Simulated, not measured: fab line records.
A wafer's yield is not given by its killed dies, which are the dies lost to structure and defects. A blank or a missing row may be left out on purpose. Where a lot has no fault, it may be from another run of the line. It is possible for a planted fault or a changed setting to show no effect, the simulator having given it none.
fab line records	flow rit_cmos
record: lots: 6	wafers: 18	last_day: 8
route steps=202 shown ACTIVE@17 FOX1@20 FOX2@23 NWELL@28 PWELL@39 WELLDRIVE@50 M1@202
lots that met no fault: taken from a fault-free run of the same line
start_h: start of the lot's first displayed wafer, in hours after the record's first day	wait_h: time in hours since the lot's previous step	" unchanged from the row above	L1.1+2: one row covering several wafers at once	- no value, or no start was given	* or withheld: withheld	< > ~ a bound
route shown NAME@n: a module of which the file shows steps, and the number in the route of the first	usual: mean/standard deviation of fault-free wafers	same: alike in all rows	chamber/n: place in a boat	sites: readings site by site	_std_site: standard deviation across them	_edge_site: outer sites' mean less inner sites'	radius_mm: for every site, how far away it sits from the centre of the wafer	mask NAME#n: copy n	behind: the most recent tool/chamber to have shaped the wafer	hold: reason for holding the lot/hours on hold/outcome of the hold	device: transistor that didn't switch, given as n, p or np	end of line: tests of these same wafers at the route's end	a step without rows: its recipe alone	killed: at the first sort, the dies lost to defects and structure; wafer yield is something else	map: per-die view of a wafer (x killed, . not killed, _ where there is no die)
set.NAME: the setting that was run; set.NAME@STEP: the one run at that earlier step	model.NAME: the simulator's own value behind a step, which no gauge read
a table for each step, a row for each wafer; lots at some steps of the route
services: the hour from which a tool's chamber was out of use, counted from the record's first day as start_h (under 0 if before that day), plus the number of hours and why
== steps ==
step: RIT_ACTIVE_CLEAN_15
recipe: chemistry: SC1	mix: 3:3:50	time_s: 600	temp_c: 75
step: RIT_ACTIVE_CLEAN_16
recipe: chemistry: dHF	dilution: 50:1	time_s: 30
step: RIT_ACTIVE_CLEAN_17
recipe: chemistry: SC2	mix: 3:3:50	time_s: 600	temp_c: 75	dry: n2_spin
step: RIT_FOX1_OXIDATION_00
recipe: temp_c: 1100	ambient: H2O	target_thk_a: 3507	p_h2o_torr: 720	ox_time_s: 1130
step: RIT_FOX1_THK_MEAS_01
recipe: reads: SiO2_of_FOX1_OXIDATION_00
usual: FOX1_OXIDE_THK: 351/7.7
lot.wafer	tool	chamber	start_h	wait_h	FOX1_OXIDE_THK[nm]
L383.2	film_metro-04	-	45.07	0.0	361
L383.4	"	-	"	"	358
L383.6	"	-	"	"	361
L384.1	film_metro-03	-	48.53	0.0	361
L384.2	"	-	"	"	369
L384.5	"	-	"	"	361
L390.1	film_metro-03	-	78.45	0.0	348
L390.2	"	-	"	"	348
L390.6	"	-	"	"	352
L399.1	film_metro-04	-	129.78	0.0	344
L399.2	"	-	"	"	335
L399.3	"	-	"	"	342
L400.1	film_metro-04	-	135.92	0.0	347
L400.4	"	-	"	"	356
L400.6	"	-	"	"	345
L401.1	film_metro-04	-	143.09	0.0	351
L401.4	"	-	"	"	354
L401.6	"	-	"	"	349
step: RIT_FOX1_WET_ETCH_02
recipe: chemistry: BOE	target_depth_nm: 350	time_s: 390	temp_c: 21.5	dry: n2_spin	dilution: 10:1	target: SiO2
step: RIT_FOX2_OXIDATION_00
recipe: temp_c: 1100	ambient: H2O	target_thk_a: 3507	p_h2o_torr: 720	ox_time_s: 1130
step: RIT_FOX2_THK_MEAS_01
recipe: reads: SiO2_of_FOX2_OXIDATION_00
usual: FOX2_OXIDE_THK: 353/6.1
lot.wafer	tool	chamber	start_h	wait_h	FOX2_OXIDE_THK[nm]
L383.2	film_metro-03	-	46.60	0.0	362
L383.4	"	-	"	"	354
L383.6	"	-	"	"	357
L384.1	film_metro-01	-	50.02	0.0	356
L384.2	"	-	"	"	356
L384.5	"	-	"	"	362
L390.1	film_metro-03	-	80.84	0.0	351
L390.2	"	-	"	"	349
L390.6	"	-	"	"	349
L399.1	film_metro-04	-	132.42	0.0	346
L399.2	"	-	"	"	344
L399.3	"	-	"	"	345
L400.1	film_metro-03	-	138.78	0.0	349
L400.4	"	-	"	"	353
L400.6	"	-	"	"	348
L401.1	film_metro-03	-	148.27	0.0	352
L401.4	"	-	"	"	348
L401.6	"	-	"	"	352
step: RIT_FOX2_CLEAN_02
recipe: chemistry: dHF	dilution: 50:1	time_s: 180
step: RIT_FOX2_WET_ETCH_03
recipe: chemistry: H3PO4	target: Si3N4	target_depth_nm: 195	temp_c: 165	time_s: 2700
step: RIT_FOX2_THK_MEAS_90
recipe: reads: SiO2_of_FOX2_OXIDATION_00
usual: FIELD_OXIDE_LEFT_1_THK: 326/6.2
lot.wafer	tool	chamber	start_h	wait_h	FIELD_OXIDE_LEFT_1_THK[nm]
L383.2	film_metro-04	-	47.47	0.0	335
L383.4	"	-	"	"	327
L383.6	"	-	"	"	330
L384.1	film_metro-03	-	50.90	0.0	329
L384.2	"	-	"	"	329
L384.5	"	-	"	"	335
L390.1	film_metro-03	-	81.72	0.0	324
L390.2	"	-	"	"	321
L390.6	"	-	"	"	322
L399.1	film_metro-03	-	133.30	0.0	319
L399.2	"	-	"	"	317
L399.3	"	-	"	"	318
L400.1	film_metro-01	-	139.66	0.0	321
L400.4	"	-	"	"	325
L400.6	"	-	"	"	321
L401.1	film_metro-04	-	149.22	0.0	324
L401.4	"	-	"	"	321
L401.6	"	-	"	"	324
step: RIT_NWELL_HMDS_00
recipe: prime_time_s: 60	prime_temp_c: 140
step: RIT_NWELL_COAT_01
recipe: resist: NOVOLAK	spin_rpm: 1951	resist_thk_nm: 1300
usual: dispense_pressure_kPa: 49/3.1
lot.wafer	tool	chamber	start_h	wait_h	dispense_pressure_kPa	model.NOVOLAK_of_NWELL_COAT_01.thk_nm
L383.2	litho_track-04	0	47.70	0.1	49	1313
L383.4	"	0	"	"	49	1310
L383.6	"	0	"	"	49	1311
L384.1	litho_track-01	0	51.19	0.1	47	1325
L384.2	"	0	"	"	47	1319
L384.5	"	0	"	"	47	1318
L390.1	litho_track-02	0	81.93	0.1	54	1319
L390.2	"	0	"	"	55	1318
L390.6	"	0	"	"	54	1311
L399.1	litho_track-04	0	133.51	0.1	49	264.2
L399.2	"	0	"	"	49	263.4
L399.3	"	0	"	"	49	264
L400.1	litho_track-04	0	139.87	0.1	49	263.9
L400.4	"	0	"	"	49	263.5
L400.6	"	0	"	"	49	264
L401.1	litho_track-01	0	149.43	0.1	47	1320
L401.4	"	0	"	"	47	1315
L401.6	"	0	"	"	47	1321
step: RIT_NWELL_SOFTBAKE_02
recipe: resist: NOVOLAK	temp_c: 90	time_s: 60
step: RIT_NWELL_EXPOSE_03
recipe: mask_id: M2	na: 0.57	target_cd_nm: 43900	dose_mj: 250
step: RIT_NWELL_PEB_04
recipe: resist: NOVOLAK	temp_c: withheld	time_s: withheld
step: RIT_NWELL_DEVELOP_05
recipe: resist: NOVOLAK	develop_time_s: 68	dev_temp_c: 23
step: RIT_NWELL_OVL_MEAS_06
usual: NWELL_OVL: -0.5/1.2
lot.wafer	tool	chamber	start_h	wait_h	NWELL_OVL[nm]
L383.2	overlay-01	-	48.61	-	-1.7
L383.4	"	-	"	"	-1.3
L383.6	"	-	"	"	-0.3
L384.1	overlay-02	-	52.05	-	0.0
L384.2	"	-	"	"	-2.5
L384.5	"	-	"	"	-1.1
L390.1	overlay-02	-	82.66	-	-0.8
L390.2	"	-	"	"	-1.9
L390.6	"	-	"	"	-1.2
L399.1	overlay-02	-	134.24	-	-0.5
L399.2	"	-	"	"	-0.9
L399.3	"	-	"	"	-0.8
L400.1	overlay-02	-	140.60	-	-1.7
L400.4	"	-	"	"	-1.8
L400.6	"	-	"	"	-1.4
L401.1	overlay-01	-	150.16	-	-0.9
L401.4	"	-	"	"	-0.5
L401.6	"	-	"	"	-0.4
step: RIT_NWELL_HARDBAKE_07
recipe: resist: NOVOLAK	temp_c: 140	time_s: 120
lot.wafer	tool	chamber	start_h	wait_h	model.NOVOLAK_of_NWELL_COAT_01.thk_nm
L383.2	litho_track-01	0	48.78	0.2	1148
L383.4+6	"	0	"	"	1146
L384.1	litho_track-01	0	52.08	0.0	1158
L384.2	"	0	"	"	1153
L384.5	"	0	"	"	1152
L390.1	litho_track-04	0	82.70	0.0	1153
L390.2	"	0	"	"	1152
L390.6	"	0	"	"	1146
L399.1	litho_track-02	0	134.28	0.0	237.9
L399.2	"	0	"	"	237.2
L399.3	"	0	"	"	237.8
L400.1+6	litho_track-01	0	140.64	0.0	237.8
L400.4	"	0	"	"	237.3
L401.1	litho_track-01	0	150.20	0.0	1154
L401.4	"	0	"	"	1150
L401.6	"	0	"	"	1155
step: RIT_NWELL_IMPLANT_08
recipe: species: P	energy_kev: 172.6	dose_cm2: 5e+13	tilt_deg: 7
step: RIT_NWELL_STRIP_09
recipe: chemistry: O2	time_s: 180	resist: NOVOLAK	platen_temp_c: withheld	power_w: 500	pressure_mtorr: 4000	o2_flow_sccm: 4000
usual: drypump_motor_current_A: 5.8/0.41
lot.wafer	tool	chamber	start_h	wait_h	drypump_motor_current_A	rf_hours_counter_h
L383.2	plasma_asher-02	0	49.14	0.1	6.1	38
L383.4	"	0	"	"	6.0	-
L383.6	"	0	"	"	6.1	-
L384.1	plasma_asher-04	0	52.48	0.1	5.1	43
L384.2	"	1	"	"	6.2	43
L384.5	"	1	"	"	6.1	-
L390.1	plasma_asher-03	0	83.10	0.1	6.2	29
L390.2	"	1	"	"	5.4	29
L390.6	"	1	"	"	5.4	-
L399.1	plasma_asher-04	1	134.68	0.1	6.2	52
L399.2	"	0	"	"	5.1	52
L399.3	"	1	"	"	6.2	-
L400.1	plasma_asher-03	1	141.04	0.1	5.4	35
L400.4	"	1	"	"	5.4	-
L400.6	"	1	"	"	5.4	-
L401.1	plasma_asher-03	1	150.60	0.1	5.4	36
L401.4	"	0	"	"	6.1	-
L401.6	"	0	"	"	6.1	-
step: RIT_NWELL_TW_MEAS_10
usual: NWELL_TW: 2160/19
lot.wafer	tool	chamber	start_h	wait_h	NWELL_TW
L383.2	film_metro-02	-	49.32	0.1	2169
L383.4	"	-	"	"	2181
L383.6	"	-	"	"	2187
L384.1	film_metro-01	-	52.66	0.1	2141
L384.2	"	-	"	"	2126
L384.5	"	-	"	"	2148
L390.1	film_metro-04	-	83.27	0.1	2194
L390.2	"	-	"	"	2184
L390.6	"	-	"	"	2187
L399.1	film_metro-01	-	134.85	0.1	2138
L399.2	"	-	"	"	2140
L399.3	"	-	"	"	2139
L400.1	film_metro-04	-	141.21	0.1	2176
L400.4	"	-	"	"	2178
L400.6	"	-	"	"	2194
L401.1	film_metro-04	-	150.77	0.1	2172
L401.4	"	-	"	"	2170
L401.6	"	-	"	"	2171
step: RIT_PWELL_HMDS_00
recipe: prime_time_s: 60	prime_temp_c: 140
step: RIT_PWELL_COAT_01
recipe: resist: NOVOLAK	spin_rpm: 2000	resist_thk_nm: 1300
step: RIT_PWELL_SOFTBAKE_02
recipe: resist: NOVOLAK	temp_c: 90	time_s: 60
step: RIT_PWELL_EXPOSE_03
recipe: mask_id: M3	na: 0.57	target_cd_nm: 43700	dose_mj: 250
step: RIT_PWELL_PEB_04
recipe: resist: NOVOLAK	temp_c: withheld	time_s: withheld
step: RIT_PWELL_DEVELOP_05
recipe: resist: NOVOLAK	develop_time_s: 68	dev_temp_c: 23
step: RIT_PWELL_OVL_MEAS_06
usual: PWELL_OVL: -1.1/1.3
lot.wafer	tool	chamber	start_h	wait_h	PWELL_OVL[nm]
L383.2	overlay-02	-	50.32	-	0.0
L383.4	"	-	"	"	0.0
L383.6	"	-	"	"	1.5
L384.1	overlay-01	-	53.72	-	0.4
L384.2	"	-	"	"	-1.0
L384.5	"	-	"	"	-0.8
L390.1	overlay-02	-	84.21	-	-1.6
L390.2	"	-	"	"	-0.4
L390.6	"	-	"	"	-0.8
L399.1	overlay-01	-	135.92	-	-2.2
L399.2	"	-	"	"	-2.8
L399.3	"	-	"	"	-2.9
L400.1	overlay-02	-	142.20	-	-0.5
L400.4	"	-	"	"	-2.3
L400.6	"	-	"	"	-0.6
L401.1	overlay-01	-	151.71	-	-2.0
L401.4	"	-	"	"	-3.0
L401.6	"	-	"	"	-0.9
step: RIT_PWELL_HARDBAKE_07
recipe: resist: NOVOLAK	temp_c: 140	time_s: 120
step: RIT_PWELL_IMPLANT_08
recipe: species: B	energy_kev: 170	dose_cm2: 7.096e+13	tilt_deg: 7
step: RIT_PWELL_STRIP_09
recipe: chemistry: O2	time_s: 180	resist: NOVOLAK	platen_temp_c: withheld	power_w: 500	pressure_mtorr: 4000	o2_flow_sccm: 4000
usual: drypump_motor_current_A: 5.9/0.45
lot.wafer	tool	chamber	start_h	wait_h	drypump_motor_current_A	rf_hours_counter_h
L383.2	plasma_asher-03	0	50.75	0.1	6.2	26
L383.4	"	0	"	"	6.2	-
L383.6	"	0	"	"	6.2	-
L384.1	plasma_asher-02	1	54.16	0.1	6.1	39
L384.2	"	0	"	"	6.1	39
L384.5	"	1	"	"	6.1	-
L390.1	plasma_asher-03	1	84.65	0.1	5.4	29
L390.2	"	0	"	"	6.1	29
L390.6	"	1	"	"	5.4	-
L399.1	plasma_asher-02	1	136.35	0.1	6.2	2
L399.2	"	0	"	"	6.1	2
L399.3	"	0	"	"	6.1	-
L400.1	plasma_asher-03	0	142.64	0.1	6.2	35
L400.4	"	0	"	"	6.2	-
L400.6	"	0	"	"	6.1	-
L401.1	plasma_asher-02	1	152.15	0.1	6.2	3
L401.4	"	0	"	"	6.0	-
L401.6	"	0	"	"	6.1	-
step: RIT_PWELL_TW_MEAS_10
usual: PWELL_TW: 961/8.3
lot.wafer	tool	chamber	start_h	wait_h	PWELL_TW
L383.2	film_metro-02	-	50.94	0.1	963
L383.4	"	-	"	"	961
L383.6	"	-	"	"	966
L384.1	film_metro-02	-	54.33	0.1	968
L384.2	"	-	"	"	964
L384.5	"	-	"	"	968
L390.1	film_metro-04	-	84.82	0.1	970
L390.2	"	-	"	"	970
L390.6	"	-	"	"	973
L399.1	film_metro-02	-	136.53	0.1	2031
L399.2	"	-	"	"	2030
L399.3	"	-	"	"	2038
L400.1	film_metro-01	-	142.81	0.1	2007
L400.4	"	-	"	"	2011
L400.6	"	-	"	"	2000
L401.1	film_metro-02	-	152.32	0.1	958
L401.4	"	-	"	"	960
L401.6	"	-	"	"	953
step: RIT_WELLDRIVE_ANNEAL_00
recipe: temp_c: 1100	time_s: 14700	ambient: N2
step: RIT_M1_PROBE_99
usual: killed_at_front_end: 7/3.1	killed_dies: 7/3.1	killed_open: 3.6/2.2	killed_short: 3.4/2.1
same: gross_dies: 264	killed_at_M0_to_M3: 0	killed_at_M4_up: 0	killed_at_back_side: 0	killed_at_contacts: 0	killed_at_other: 0
lot.wafer	tool	chamber	start_h	wait_h	killed_at_front_end	killed_dies	killed_open	killed_short
L384.1	prober-01	-	95.11	0.1	5	5	3	2
L384.2	prober-01	-	95.16	0.1	6	6	4	2
L384.5	prober-01	-	95.31	0.2	4	4	4	0
L390.1	prober-01	-	127.62	0.1	8	8	5	3
L390.2	prober-01	-	127.67	0.1	3	3	1	2
L390.6	prober-01	-	127.87	0.2	2	2	0	2
killed by level:class
L384.1 REOX:geometric_particle:open=2 GATE:geometric_particle:open=1 GATE:geometric_particle:short=1 REOX:geometric_particle:short=1
L384.2 REOX:geometric_particle:open=2 FOX1:geometric_particle:short=1 GATE:geometric_particle:open=1 GATE:geometric_particle:short=1 SILICIDE:geometric_particle:open=1
L384.5 REOX:geometric_particle:open=2 FOX1:geometric_particle:open=1 GATE:geometric_particle:open=1
L390.1 SPACER:geometric_particle:open=3 SILICIDE:geometric_particle:open=2 FOX1:geometric_particle:short=1 GATE:geometric_particle:short=1 SILICIDE:geometric_particle:short=1
L390.2 FOX1:geometric_particle:short=1 FOX2:geometric_particle:short=1 GATE:geometric_particle:open=1
L390.6 SILICIDE:geometric_particle:short=2
== services ==
tool	chamber	start_h	hours	kind
plasma_asher-02	-	34.74	1.7	repair
plasma_asher-02	-	68.80	1.6	repair
plasma_asher-03	-	103.58	2.8	pm
plasma_asher-02	-	108.75	9.0	pm
plasma_asher-02	0	108.75	9.0	vent_cycle
plasma_asher-02	1	108.75	9.0	vent_cycle
plasma_asher-02	0	117.75	-	clean
plasma_asher-02	1	117.75	-	clean
== key ==
first_sign: step: RIT_PWELL_TW_MEAS_10	reading: PWELL_TW	direction: up	sigmas: 99+	usual: 961	struck: 2020
effect none on later readings
model_effect: step: RIT_NWELL_COAT_01	value: NOVOLAK_of_NWELL_COAT_01.thk_nm	without: 1319	struck: 263.8
model_effect: step: RIT_NWELL_HARDBAKE_07	value: NOVOLAK_of_NWELL_COAT_01.thk_nm	without: 1153	struck: 237.7
met_at RIT_NWELL_COAT_01
struck_wafers L399.1,L399.2,L399.3,L400.1,L400.4,L400.6
tester_left_out L399,L400
onset_between 47.70 133.51
fault: kind: process_parameter_drift	tool: litho_track-04	chamber: -	onset_h: 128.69	steps: RIT_NWELL_COAT_01	channel: resist_thk_nm	offset: -1040	shape: step	end_h: 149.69	acts_in: these_recipes_only	stated: 1300
tester_left_out: of these lots the tester's yield and bins aren't shown, on N5 and GAA mostly nor the transistor test; their killed dies are dies lost to structure and defects alone, not to doping, threshold or leakage, so they don't give the yield
